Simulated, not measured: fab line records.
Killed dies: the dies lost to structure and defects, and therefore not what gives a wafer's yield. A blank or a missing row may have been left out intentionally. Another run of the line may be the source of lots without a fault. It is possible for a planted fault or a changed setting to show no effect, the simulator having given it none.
Shared-tool check :: flow rit-cmos :: Sample size 14 lots and 42 wafers

== WHY IT WAS OPENED ==
2 of 14 lots carry a flag on the reading NWELL_RS at RIT_WELLDRIVE_RS_MEAS_01. Wafers without a fault read 275.3 ohm/sq, standard deviation 0.82.
Rule: flag the lot when none of its wafers has a number, or when each of its wafers that has one lies beyond 4 standard deviations from that mean. All remaining lots are regarded as sound.

lot: L757
measured: day 2 05:37
on: film-metro-03
NWELL_RS (ohm/sq), wafer by wafer: 275.4 274.8 274.2
flag: 

lot: L759
measured: day 2 14:49
on: film-metro-02
NWELL_RS (ohm/sq), wafer by wafer: 275.2 275.5 275.5
flag: 

lot: L760
measured: day 2 19:26
on: film-metro-03
NWELL_RS (ohm/sq), wafer by wafer: 276.1 275.5 275.3
flag: 

lot: L761
measured: day 3 01:15
on: film-metro-02
NWELL_RS (ohm/sq), wafer by wafer: 275.7 276.4 275.1
flag: 

lot: L762
measured: day 3 06:08
on: film-metro-03
NWELL_RS (ohm/sq), wafer by wafer: 273.4 273.4 273.4
flag: 

lot: L763
measured: day 3 10:17
on: film-metro-03
NWELL_RS (ohm/sq), wafer by wafer: 275.4 275.8 275.8
flag: 

lot: L764
measured: day 3 14:58
on: film-metro-02
NWELL_RS (ohm/sq), wafer by wafer: 275.6 276.1 274.8
flag: 

lot: L766
measured: day 4 02:38
on: film-metro-03
NWELL_RS (ohm/sq), wafer by wafer: 275.6 275.7 276.2
flag: 

lot: L769
measured: day 4 16:20
on: film-metro-03
NWELL_RS (ohm/sq), wafer by wafer: 274.8 274.0 274.5
flag: 

lot: L772
measured: day 5 08:25
on: film-metro-04
NWELL_RS (ohm/sq), wafer by wafer: 276.0 275.6 276.0
flag: 

lot: L773
measured: day 5 12:34
on: film-metro-02
NWELL_RS (ohm/sq), wafer by wafer: 282.0 282.1 281.8
flag: FLAGGED

lot: L774
measured: day 5 16:45
on: film-metro-03
NWELL_RS (ohm/sq), wafer by wafer: 282.5 281.6 282.3
flag: FLAGGED

lot: L775
measured: day 5 21:47
on: film-metro-04
NWELL_RS (ohm/sq), wafer by wafer: 274.9 275.2 274.2
flag: 

lot: L779
measured: day 6 18:17
on: film-metro-03
NWELL_RS (ohm/sq), wafer by wafer: 275.9 276.6 276.1
flag: 
On average the flagged lots' numbers are 282.1 ohm/sq, which is +6.8 ohm/sq against the usual, or +8 standard deviations.

== WHICH TOOL RAN EACH LOT ==
The record holds 1 process step before the reading, out of a route of 202 steps. Each cell gives the tool, then ch followed by the chambers the sampled wafers passed through, then the start.
lot: L757
flag: 
RIT_NWELL_IMPLANT_08: implanter-02 ch 0, day 1 22:09

lot: L759
flag: 
RIT_NWELL_IMPLANT_08: implanter-03 ch 0, day 2 07:28

lot: L760
flag: 
RIT_NWELL_IMPLANT_08: implanter-03 ch 0, day 2 12:08

lot: L761
flag: 
RIT_NWELL_IMPLANT_08: implanter-02 ch 0, day 2 18:07

lot: L762
flag: 
RIT_NWELL_IMPLANT_08: implanter-02 ch 0, day 2 23:00

lot: L763
flag: 
RIT_NWELL_IMPLANT_08: implanter-02 ch 0, day 3 02:36

lot: L764
flag: 
RIT_NWELL_IMPLANT_08: implanter-03 ch 0, day 3 07:40

lot: L766
flag: 
RIT_NWELL_IMPLANT_08: implanter-02 ch 0, day 3 19:10

lot: L769
flag: 
RIT_NWELL_IMPLANT_08: implanter-03 ch 0, day 4 09:11

lot: L772
flag: 
RIT_NWELL_IMPLANT_08: implanter-02 ch 0, day 5 00:34

lot: L773
flag: FLAGGED
RIT_NWELL_IMPLANT_08: implanter-02 ch 0, day 5 05:33

lot: L774
flag: FLAGGED
RIT_NWELL_IMPLANT_08: implanter-02 ch 0, day 5 09:44

lot: L775
flag: 
RIT_NWELL_IMPLANT_08: implanter-03 ch 0, day 5 14:27

lot: L779
flag: 
RIT_NWELL_IMPLANT_08: implanter-03 ch 0, day 6 10:37
What the steps here do:
- RIT_NWELL_IMPLANT_08
- RIT_WELLDRIVE_RS_MEAS_01: measures by four-point-probe.

== FLAGGED OVER TOTAL, TOOL BY TOOL (the gauges that took the reading come last) ==
step: RIT_NWELL_IMPLANT_08
tool: implanter-02
lots run: 8
flagged: 2
share of the flagged lots: all
sound lots run after its first flagged lot: 0

step: RIT_NWELL_IMPLANT_08
tool: implanter-03
lots run: 6
flagged: 0
share of the flagged lots: none
sound lots run after its first flagged lot: -

step: RIT_WELLDRIVE_RS_MEAS_01
tool: film-metro-02
lots run: 4
flagged: 1
share of the flagged lots: some
sound lots run after its first flagged lot: 0

step: RIT_WELLDRIVE_RS_MEAS_01
tool: film-metro-03
lots run: 8
flagged: 1
share of the flagged lots: some
sound lots run after its first flagged lot: 1 (L779)

step: RIT_WELLDRIVE_RS_MEAS_01
tool: film-metro-04
lots run: 2
flagged: 0
share of the flagged lots: none
sound lots run after its first flagged lot: -

== WHAT IS ALLOWED BY THE TABLE ==
All flagged lots share 1 row of the table, namely implanter-02 at RIT_NWELL_IMPLANT_08.
- implanter-02 at RIT_NWELL_IMPLANT_08 ran 8 lots, 2 of them flagged. Last sound lot L772 at day 5 00:34, first flagged lot L773 at day 5 05:33; a fault beginning in between fits. Its own readings (dose-ions-cm2) fall more than 4 standard deviations out on all wafers of the flagged lots.
implanter-02 at RIT_NWELL_IMPLANT_08 is the single tool remaining.

== WHAT HAD BEEN PUT IN BY THE SIMULATOR ==
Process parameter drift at RIT_NWELL_IMPLANT_08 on implanter-02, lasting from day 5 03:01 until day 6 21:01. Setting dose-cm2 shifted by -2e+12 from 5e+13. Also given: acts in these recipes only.
Shown lots that were struck: L773, L774. The rule above reached the same finding.
